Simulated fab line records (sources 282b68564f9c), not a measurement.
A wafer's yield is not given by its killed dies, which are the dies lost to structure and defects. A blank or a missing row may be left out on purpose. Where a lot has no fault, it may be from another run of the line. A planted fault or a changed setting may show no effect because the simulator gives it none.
Comparing a struck lot with a sound one ; flow ritCmos ; 43 steps out of a route of 202
Sound: the wafers L275.2, L275.3, L275.6. The struck wafers were L284.1, L284.2, L284.4. At the end, the cause is stated.
For every step that has rows: the tool of each side, followed by ch and its chambers, followed by its first start. Under that, the readings that differ: sound wafers ; struck wafers ; difference of the means ; sigmas: that difference in standard deviations of wafers without a fault.
alike: same words and numbers on both sides, and readings whose means sit less than 2 such deviations apart. not compared: any withheld reading, any reading some wafer has no value for, any bound like >300 that may hide the same value, and any number with overlapping values for which the record gives no deviation.
The two part at a step that has a row with sigmas, a row that says differs or no value, or rows on one side only. Numbers that have no deviation but don't overlap get no sigmas and don't part them. Lack of a reading on every wafer of one side parts them only where that side has two or more wafers.

first, 2 steps without rows for these wafers: RIT_NLDD_HARDBAKE_07 (time 60 s); RIT_NLDD_IMPLANT_08.
RIT_NLDD_STRIP_09: strips in O2, time 180 s.
  sound on plasmaAsher-01 ch 0, day 3 14:28; struck on plasmaAsher-02 ch 0,1, day 5 06:34
  alike: drypumpMotorCurrentA
  not compared: rfHoursCounterH
RIT_NLDD_TW_MEAS_10:
  sound: filmMetro-02 at day 3 14:40; struck: filmMetro-03 at day 5 06:44
  alike: NLDD_TW
then, 6 steps without rows for these wafers: RIT_PLDD_HMDS_00 (prime time 60 s); RIT_PLDD_COAT_01 (resist thk 1000 nm); RIT_PLDD_SOFTBAKE_02 (time 60 s); RIT_PLDD_EXPOSE_03 (exposes mask M8, target cd 40900 nm); RIT_PLDD_PEB_04; RIT_PLDD_DEVELOP_05 (develop time 50 s).
RIT_PLDD_OVL_MEAS_06:
  sound: overlay-02 at day 3 15:41; struck: overlay-01 at day 5 07:47
reading;sound;struck;difference;sigmas
PLDD_OVL (nm);2.1 3.4 2.0;-1.1 -2.0 -1.1;-3.9;-3
then, 1 step without rows for these wafers: RIT_PLDD_HARDBAKE_07 (time 60 s).
RIT_PLDD_IMPLANT_08:
  sound on implanter-01 ch 0, day 3 15:53; struck on implanter-04 ch 0, day 5 07:58
reading;sound;struck;difference;sigmas
doseIonsCm2;9.021e+14 9.014e+14 9.007e+14;1.2635e+15 1.2626e+15 1.2639e+15;+3.6193e+14;+99 or more
faradayCurrentUA;2758 2881 2833;3976 3961 3878;+1114;+21
  alike: beamOnS
RIT_PLDD_STRIP_09: strips in O2, time 180 s.
  sound on plasmaAsher-04 ch 1, day 3 16:01; struck on plasmaAsher-03 ch 0,1, day 5 08:07
reading;sound;struck;difference;sigmas
drypumpMotorCurrentA (A);6.16 6.15 6.17;5.76 5.64 5.77;-0.44;-3
  not compared: rfHoursCounterH
RIT_PLDD_TW_MEAS_10:
  sound: filmMetro-04 at day 3 16:12; struck: filmMetro-03 at day 5 08:35
reading;sound;struck;difference;sigmas
PLDD_TW;2360 2357 2362;2510 2515 2529;+158;+6
  not compared: hold
then, 3 steps without rows for these wafers: RIT_SPACER_CLEAN_01 (cleans in dHF, time 30 s); RIT_SPACER_CLEAN_02 (cleans in SC2, time 600 s); RIT_SPACER_CVD_03 (deposits Si3N4 from SiH2Cl2/NH3, target thk 250 nm, time 3300 s).
RIT_SPACER_THK_MEAS_04:
  sound: filmMetro-02 at day 3 18:34; struck: filmMetro-03 at day 5 12:33
  alike: SPACER_NITRIDE_THK
RIT_SPACER_ETCHBACK_05: etches Si3N4 in SF6/CHF3, stops on SiO2, target depth 250 nm, time 240 s.
  sound on rieDiel-02 ch 1,2,3, day 3 18:37; struck on rieDiel-02 ch 0,1, day 5 12:37
reading;sound;struck;difference;sigmas
oesProductAu (a.u.);0.860 0.832 0.851;0.825 0.826 0.819;-0.024;-2
  alike: SF6_flow_sccm, drypumpMotorCurrentA, throttleValvePct
  not compared: rfHoursCounterH
then, 6 steps without rows for these wafers: RIT_NSD_HMDS_00 (prime time 60 s); RIT_NSD_COAT_01 (resist thk 1000 nm); RIT_NSD_SOFTBAKE_02 (time 60 s); RIT_NSD_EXPOSE_03 (exposes mask M9, target cd 40700 nm); RIT_NSD_PEB_04; RIT_NSD_DEVELOP_05 (develop time 50 s).
RIT_NSD_OVL_MEAS_06:
  sound: overlay-02 at day 3 19:44; struck: overlay-01 at day 5 14:17
  alike: NSD_OVL
then, 2 steps without rows for these wafers: RIT_NSD_HARDBAKE_07 (time 60 s); RIT_NSD_IMPLANT_08.
RIT_NSD_STRIP_09: strips in O2, time 180 s.
  sound on plasmaAsher-04 ch 0,1, day 3 20:04; struck on plasmaAsher-02 ch 0,1, day 5 21:45
reading;sound;struck;difference;sigmas
drypumpMotorCurrentA (A);6.18 6.16 6.19;5.86 5.65 5.64;-0.46;-2
  not compared: rfHoursCounterH
RIT_NSD_TW_MEAS_10:
  sound: filmMetro-04 at day 3 20:16; struck: filmMetro-04 at day 5 21:55
  alike: NSD_TW
then, 6 steps without rows for these wafers: RIT_PSD_HMDS_00 (prime time 60 s); RIT_PSD_COAT_01 (resist thk 1000 nm); RIT_PSD_SOFTBAKE_02 (time 60 s); RIT_PSD_EXPOSE_03 (exposes mask M10, target cd 40900 nm); RIT_PSD_PEB_04; RIT_PSD_DEVELOP_05 (develop time 50 s).
RIT_PSD_OVL_MEAS_06:
  sound: overlay-02 at day 3 21:10; struck: overlay-02 at day 5 22:50
  alike: PSD_OVL
then, 2 steps without rows for these wafers: RIT_PSD_HARDBAKE_07 (time 60 s); RIT_PSD_IMPLANT_08.
RIT_PSD_STRIP_09: strips in O2, time 180 s.
  sound on plasmaAsher-02 ch 0, day 3 21:29; struck on plasmaAsher-04 ch 0,1, day 5 23:10
reading;sound;struck;difference;sigmas
drypumpMotorCurrentA (A);5.67 5.64 5.68;6.17 6.23 6.18;+0.53;+3
  not compared: rfHoursCounterH
RIT_SDANNEAL_RS_MEAS_06: a four-point-probe measurement.
  sound: filmMetro-02 at day 3 22:25; struck: filmMetro-03 at day 6 00:22
reading;sound;struck;difference;sigmas
PLDD_RS (ohm/sq);178.3 178.7 177.9;160.5 160.9 160.4;-17.7;-30
  not compared: hold
RIT_M1_PROBE_99:
  record: rows for the struck wafers here (prober-02, day 6 12:14), none for the sound ones

## WHERE THEY PART
At RIT_PLDD_OVL_MEAS_06 first; at RIT_M1_PROBE_99 last (within this record only).

WHY: what the simulator had put in
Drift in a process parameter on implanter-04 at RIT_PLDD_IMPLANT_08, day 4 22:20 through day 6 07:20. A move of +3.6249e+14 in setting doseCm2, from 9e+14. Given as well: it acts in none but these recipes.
